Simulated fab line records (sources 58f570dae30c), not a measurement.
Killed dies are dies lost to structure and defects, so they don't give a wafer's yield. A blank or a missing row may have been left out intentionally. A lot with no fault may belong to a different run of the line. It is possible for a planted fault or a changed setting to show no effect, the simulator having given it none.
Which tool was responsible? ; flow berkeley-cmos170 ; 9 lots with 27 wafers sampled at 5 steps, on a route of 331 steps

WHAT THE GAUGES READ, wafer by wafer
UCB170_PWELL_THK_MEAS_06.
lot;measured;on;PWELL_NITRIDE_THK (nm)
L856;day 3 01:37;film-metro-04;224.6 223.5 224.1
L857;day 3 01:37;film-metro-02;222.8 223.4 222.1
L858;day 3 11:08;film-metro-02;223.8 222.6 222.7
L867;day 5 10:01;film-metro-04;161.0 161.4 161.3
L868;day 5 10:01;film-metro-02;160.5 158.0 159.1
L869;day 5 17:59;film-metro-04;220.4 221.2 219.9
L870;day 5 17:59;film-metro-01;217.3 220.6 218.7
L872;day 6 11:17;film-metro-01;220.0 220.6 217.7
L878;day 7 19:46;film-metro-01;218.7 221.3 219.0

UCB170_PFIELD_OVL_MEAS_06.
lot;measured;on;PFIELD_OVL (nm)
L856;day 4 08:44;overlay-01;-3 -3 6
L857;day 4 09:20;overlay-01;-5 -2 -6
L858;day 4 14:32;overlay-02;0 -2 -4
L867;day 6 18:40;overlay-01;-2 -6 -8
L868;day 6 18:49;overlay-02;8 8 5
L869;day 7 03:38;overlay-01;-3 4 3
L870;day 7 02:49;overlay-01;-2 -1 -2
L872;day 7 15:33;overlay-01;-7 -9 -4
L878;day 9 01:49;overlay-01;-6 0 2

UCB170_GATE_OVL_MEAS_13.
lot;measured;on;GATE_OVL (nm)
L856;day 5 22:46;overlay-01;-2 3 4
L857;day 5 22:48;overlay-02;-4 -4 -1
L858;day 6 11:31;overlay-02;-3 -3 -4
L867;day 8 08:38;overlay-01;-8 5 -7
L868;day 8 09:02;overlay-01;1 -2 3
L869;day 9 01:35;overlay-01;3 5 3
L870;day 9 01:28;overlay-02;0 1 -5
L872;day 9 12:16;overlay-01;3 5 2
L878;day 11 06:20;overlay-02;4 -2 -1

WHICH TOOL RAN EACH LOT (tool, then ch and the chambers of the sampled wafers, then the start)
lot;UCB170_PWELL_CVD_05;UCB170_PWELL_ETCH_14
L856;lpcvd-01 ch 0, day 2 23:41;rie-diel-04 ch 0,2,3, day 3 02:53
L857;lpcvd-01 ch 0, day 2 23:41;rie-diel-01 ch 0,1,2, day 3 03:02
L858;lpcvd-01 ch 0, day 3 08:15;rie-diel-01 ch 1,2, day 3 12:22
L867;lpcvd-01 ch 0, day 5 08:05;rie-diel-01 ch 0,2,3, day 5 11:44
L868;lpcvd-01 ch 0, day 5 08:05;rie-diel-02 ch 2,3, day 5 11:55
L869;lpcvd-02 ch 1, day 5 16:04;rie-diel-01 ch 1,2, day 5 19:46
L870;lpcvd-02 ch 1, day 5 16:04;rie-diel-01 ch 1,2,3, day 5 20:01
L872;lpcvd-02 ch 1, day 6 09:23;rie-diel-04 ch 0,2, day 6 12:14
L878;lpcvd-02 ch 1, day 7 16:53;rie-diel-02 ch 2,3, day 7 20:52
- UCB170_PWELL_CVD_05: deposits Si3N4 from SiH2Cl2/NH3, target thk 220 nm, time 3300 s.
- UCB170_PWELL_ETCH_14: etches Si3N4 in CH3F/Ar/O2, stops on SiO2, target depth 242 nm, time 151 s.

AS READ BY THE TOOLS THEMSELVES (means over the sampled wafers that have a number; for cases with no such wafer, the mark the record gives instead)
UCB170_PWELL_ETCH_14.
lot;tool;drypump-motor-current-A (A);oes-product-au (a.u.);throttle-valve-pct (%)
L856;rie-diel-04;6.1;0.947;8.25
L857;rie-diel-01;5.7;0.940;7.99
L858;rie-diel-01;5.8;0.940;7.94
L867;rie-diel-01;5.6;0.789;8.04
L868;rie-diel-02;6.2;0.784;7.93
L869;rie-diel-01;5.8;0.937;7.93
L870;rie-diel-01;5.5;0.934;7.96
L872;rie-diel-04;6.0;0.938;8.27
L878;rie-diel-02;6.5;0.938;7.97

THE ANSWER, worked out from the rows above alone
Rule: usual is defined by the lots themselves. The widest of any qualifying gaps counts: lots, ordered by their means at a reading, are off when they make up no more than a third of the lots, leave a main group of 4 or more, and stand apart from it by 3 or more times the standard deviation of that group's means. If all means in a main group match to the digits the tables above print for the reading, that group is not used. A lot without any number at a reading at which 4 lots or more have one is off too. All remaining lots with rows at the step are treated as sound. After the gauges, taken in route order, come the tools' own readings; for these a lot's mean is taken, as printed above. At the first step where some lot is off, the reading lying furthest off is the one used; lots without a number count as furthest.
Off: L867, L868, at UCB170_PWELL_THK_MEAS_06 (PWELL_NITRIDE_THK). The main group has a mean of 221.2 nm with a standard deviation of 1.9.
If a tool, at a process step before that reading, ran all the lots that are off and no sound lot after the first of them, it fits. Not tried: the gauges at UCB170_PWELL_THK_MEAS_06; whatever is off there is also off at UCB170_PWELL_ETCH_14, on other tools, and gauge error can't account for it. One fits: UCB170_PWELL_CVD_05 on lpcvd-01. A fault onset in the window from L858 (day 3 08:15, its last sound lot) to L867 (day 5 08:05, its first lot off) fits.

WHAT THE SIMULATOR HAD INSERTED
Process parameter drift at UCB170_PWELL_CVD_05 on lpcvd-01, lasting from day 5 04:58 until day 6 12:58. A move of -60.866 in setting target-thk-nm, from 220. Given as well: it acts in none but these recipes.
Shown lots that were struck: L867, L868. This agrees with what the rule above found.
